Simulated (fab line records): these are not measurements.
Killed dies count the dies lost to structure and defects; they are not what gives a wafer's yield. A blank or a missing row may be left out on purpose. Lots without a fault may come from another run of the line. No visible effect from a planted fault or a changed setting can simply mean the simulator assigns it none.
2 desks looking at one fault	flow berkeleyCmos170	numbers are kept per desk, each desk with only its own; the story behind them comes last

## AT THE TOOL OWNER'S DESK: lithoTrack-03
UCB170_CONTACT_PEB_13, tool's own readings: per-lot mean of the sampled wafers with a number, covering each lot this tool ran. Any lot whose mean is over 4 standard deviations away from the usual mean is out of limits and marked OUT; that distance is given in the brackets.
Columns: A = heaterPowerTotalW at UCB170_CONTACT_PEB_13, usual 56.80 W
lot	first seen here	A
L434	day 7 13:40	56.82
L433	day 7 15:58	56.78
L437	day 8 18:50	56.79
L439	day 8 22:28	56.82
L438	day 8 23:03	56.78
L444	day 10 20:22	57.62 (+18) OUT
L447	day 11 02:01	57.65 (+19) OUT
L448	day 11 02:17	57.59 (+18) OUT
This desk finds L444, L447, L448 out of limits, L444 being first, at day 10 20:22 (heaterPowerTotalW at UCB170_CONTACT_PEB_13). Within limits: L434, L433, L437, L439, L438.

## AT THE METROLOGY DESK
What the gauges read for every lot (on any tool): the sampled wafers with a number, averaged. Any lot whose mean is over 4 standard deviations away from the usual mean is out of limits and marked OUT; that distance is given in the brackets.
Columns: A = PSD_OVL at UCB170_PSD_OVL_MEAS_07, usual 1 nm
lot	first seen here	A
L431	day 6 19:28	-1
L434	day 7 03:40	-2
L433	day 7 03:56	3
L435	day 7 22:16	-1
L437	day 8 05:40	-0
L439	day 8 13:05	3
L438	day 8 13:36	-5
L436	day 8 13:58	5
L440	day 9 04:13	3
L444	day 10 07:50	-1
L448	day 10 13:02	5
L447	day 10 13:17	-5
L451	day 11 01:16	12
L450	day 11 01:23	3
L452	day 11 09:38	-1
This desk's finding: nothing out of limits on any of the 15 lots.

## ALL TOGETHER
On L444, L447, L448, at day 10 20:22, an alarm was possible from the tool owner's desk.
At the metrology desk, nothing out of limits was observed.
The metrology desk holds a record of L444, L447, L448, inside its limits.
Every lot named ran UCB170_CONTACT_PEB_13 on lithoTrack-03.

## WHAT THE SIMULATOR PUT IN
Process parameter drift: lithoTrack-03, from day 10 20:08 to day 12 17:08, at UCB170_CONTACT_PEB_13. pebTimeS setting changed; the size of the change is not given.
Struck lots among those shown: L444, L447, L448.
Hours from the fault's start to each desk's first reading out of limits: the tool owner's desk, 0.
